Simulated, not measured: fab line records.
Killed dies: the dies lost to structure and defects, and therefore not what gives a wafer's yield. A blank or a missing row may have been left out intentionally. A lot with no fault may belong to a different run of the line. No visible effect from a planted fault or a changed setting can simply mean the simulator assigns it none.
Which tool is to blame? + flow rit_cmos + 14 lots, 42 wafers sampled, at 1 step of a route of 202

## WHAT THE GAUGES READ, wafer by wafer
The record lacks any reading of a measuring or inspecting step that a usual standard deviation could be used to judge.

## TOOL THAT RAN EACH LOT (tool first, then ch and the chambers of the sampled wafers, then the start)
| lot  | RIT_PLDD_EXPOSE_03                 |
|------|------------------------------------|
| L570 | iline_stepper-02 ch 0, day 2 23:16 |
| L571 | iline_stepper-01 ch 0, day 3 05:22 |
| L572 | iline_stepper-02 ch 0, day 3 11:54 |
| L573 | iline_stepper-01 ch 0, day 3 15:30 |
| L577 | iline_stepper-01, day 4 16:10      |
| L578 | iline_stepper-01, day 4 19:52      |
| L582 | iline_stepper-01 ch 0, day 5 23:22 |
| L583 | iline_stepper-02 ch 0, day 6 03:04 |
| L584 | iline_stepper-01 ch 0, day 6 07:06 |
| L587 | iline_stepper-01 ch 0, day 6 16:57 |
| L588 | iline_stepper-02 ch 0, day 6 20:09 |
| L589 | iline_stepper-01 ch 0, day 7 00:56 |
| L590 | iline_stepper-01 ch 0, day 7 05:14 |
| L591 | iline_stepper-01 ch 0, day 7 09:10 |
- RIT_PLDD_EXPOSE_03: exposes mask M8, target cd 40900 nm.

## AS READ BY THE TOOLS THEMSELVES (means over the sampled wafers that have a number; for cases with no such wafer, the mark the record gives instead)
RIT_PLDD_EXPOSE_03.
| lot  | tool             | exposure_dose_mJ_cm2 | focus_offset_nm (nm) |
|------|------------------|----------------------|----------------------|
| L570 | iline_stepper-02 | 250.16               | 0.0                  |
| L571 | iline_stepper-01 | 250.18               | -0.2                 |
| L572 | iline_stepper-02 | 250.08               | -0.3                 |
| L573 | iline_stepper-01 | 249.83               | -0.2                 |
| L577 | iline_stepper-01 | -                    | -                    |
| L578 | iline_stepper-01 | -                    | -                    |
| L582 | iline_stepper-01 | 249.88               | -0.0                 |
| L583 | iline_stepper-02 | 250.03               | 0.1                  |
| L584 | iline_stepper-01 | 249.78               | 0.3                  |
| L587 | iline_stepper-01 | 249.97               | 0.1                  |
| L588 | iline_stepper-02 | 250.30               | -0.2                 |
| L589 | iline_stepper-01 | 249.94               | -0.2                 |
| L590 | iline_stepper-01 | 249.71               | 0.7                  |
| L591 | iline_stepper-01 | 249.87               | -0.2                 |

## THE ANSWER, worked out from the rows above alone
Rule: the usual values come from the lots themselves. Put in order of their means at a reading, lots are off if they are a third of the lots or fewer, leave a main group of 4 or more, and stand apart from it by a gap of 3 or more times the standard deviation of the main group's means; of several such gaps the widest counts. A main group is skipped when, at the precision printed for the reading in the tables above, its means are all equal. Also off: a lot with no number at a reading for which 4 or more lots have one. The other lots that the step has rows for count as sound. After the gauges, taken in route order, come the tools' own readings; for these a lot's mean is taken, as printed above. At the first step where some lot is off, the reading lying furthest off is the one used; lots without a number count as furthest.
Off: L577, L578, at RIT_PLDD_EXPOSE_03 (exposure_dose_mJ_cm2). Without a number there: L577, L578. The main group: mean 249.98, standard deviation 0.17.
If a tool, at that step or one of the process steps before it, ran each lot that is off and ran no sound lot following the first of them, it fits. No candidate that was tried fits.

## WHAT HAD BEEN PUT IN BY THE SIMULATOR
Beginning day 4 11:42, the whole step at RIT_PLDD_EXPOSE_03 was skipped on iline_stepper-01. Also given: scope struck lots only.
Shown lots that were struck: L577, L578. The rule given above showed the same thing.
